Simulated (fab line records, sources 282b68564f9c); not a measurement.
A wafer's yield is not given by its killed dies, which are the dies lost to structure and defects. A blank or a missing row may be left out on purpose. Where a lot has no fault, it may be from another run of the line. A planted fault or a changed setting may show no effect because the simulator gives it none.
Comparing a struck lot with a sound one    flow rit cmos    14 out of 202 route steps
Sound: these wafers, L500.1, L500.4, L500.5. Struck: wafers L506.3, L506.4, L506.5. The cause is given at the end.
Per side, at each step with rows, come the tool, then ch with its chambers, and then its first start. Under that, the readings that differ: sound wafers    struck wafers    difference of the means    sigmas: that difference in standard deviations of wafers without a fault.
alike: same words and numbers on both sides, and readings whose means sit less than 2 such deviations apart. not compared: any withheld reading, any reading some wafer has no value for, any bound like >300 that may hide the same value, and any number with overlapping values for which the record gives no deviation.
The two part at a step that has a row with sigmas, a row that says differs or no value, or rows on one side only. Non-overlapping numbers with no deviation appear without sigmas and do not part them. A reading missing from all wafers of one side parts the sides only when that side holds two or more wafers.

first, 1 step without rows for these wafers: RIT_ACTIVE_OXIDATION_01 (target thk 46.8 nm, ox time 3360 s).
RIT_ACTIVE_THK_MEAS_02:
  sound on film metro-02, day 1 22:03; struck on film metro-01, day 3 04:25
  alike: ACTIVE_OXIDE_THK
then, 1 step without rows for these wafers: RIT_ACTIVE_CVD_03 (deposits Si3N4 from SiH2Cl2/NH3, target thk 150 nm, time 1500 s).
RIT_ACTIVE_THK_MEAS_04:
  sound on film metro-01, day 1 23:32; struck on film metro-02, day 3 05:54
  alike: ACTIVE_NITRIDE_THK
then, 6 steps without rows for these wafers: RIT_ACTIVE_HMDS_05 (prime time 60 s); RIT_ACTIVE_COAT_06 (resist thk 1000 nm); RIT_ACTIVE_SOFTBAKE_07 (time 60 s); RIT_ACTIVE_EXPOSE_08 (exposes mask M1, target cd 1400 nm); RIT_ACTIVE_PEB_09; RIT_ACTIVE_DEVELOP_10 (develop time 50 s).
RIT_ACTIVE_CD_MEAS_11 targets a cd of 1400 nm.
  sound on cd sem-01, day 2 00:28; struck on cd sem-01, day 3 06:57
  alike: cd nm
then, 1 step without rows for these wafers: RIT_ACTIVE_HARDBAKE_12 (time 60 s).
RIT_ACTIVE_ETCH_13: etches Si3N4 in SF6, stops on SiO2, time 210 s, target depth 210 nm.
  sound on rie diel-03 ch 0,2,3, day 2 00:44; struck on rie diel-01 ch 1,2,3, day 3 07:11
reading                                        sound              struck             difference  sigmas
rf fwd power W (W)                             124.1 124.8 125.2  174.8 173.9 174.2  +49.6       +99 or more
model.NOVOLAK_of_ACTIVE_COAT_06.thk nm (nm)    668.1 661.5 652    549.6 552.5 559.5  -106.7      
model.SiO2_of_ACTIVE_OXIDATION_01.thk nm (nm)  46.45 45.95 45.37  0 0 0              -46         
model.ACTIVE.feature depth nm (nm)             146.7 149.5 150.8  195.2 197.6 195.9  +47.2       
  alike: drypump motor current A, oes product au, throttle valve pct
  not compared: rf hours counter h
RIT_ACTIVE_STRIP_14: strips in O2, time 180 s.
  sound on plasma asher-01 ch 0,1, day 2 00:52; struck on plasma asher-01 ch 0,1, day 3 07:23
  alike: drypump motor current A
  not compared: rf hours counter h

WHERE THEY PART
Only at RIT_ACTIVE_ETCH_13, within this record. Later steps at which nothing parts them and some readings are alike: RIT_ACTIVE_STRIP_14.

WHY: what had been put in by the simulator
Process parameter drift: rie diel-01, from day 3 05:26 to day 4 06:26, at RIT_ACTIVE_ETCH_13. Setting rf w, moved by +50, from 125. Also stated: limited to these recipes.
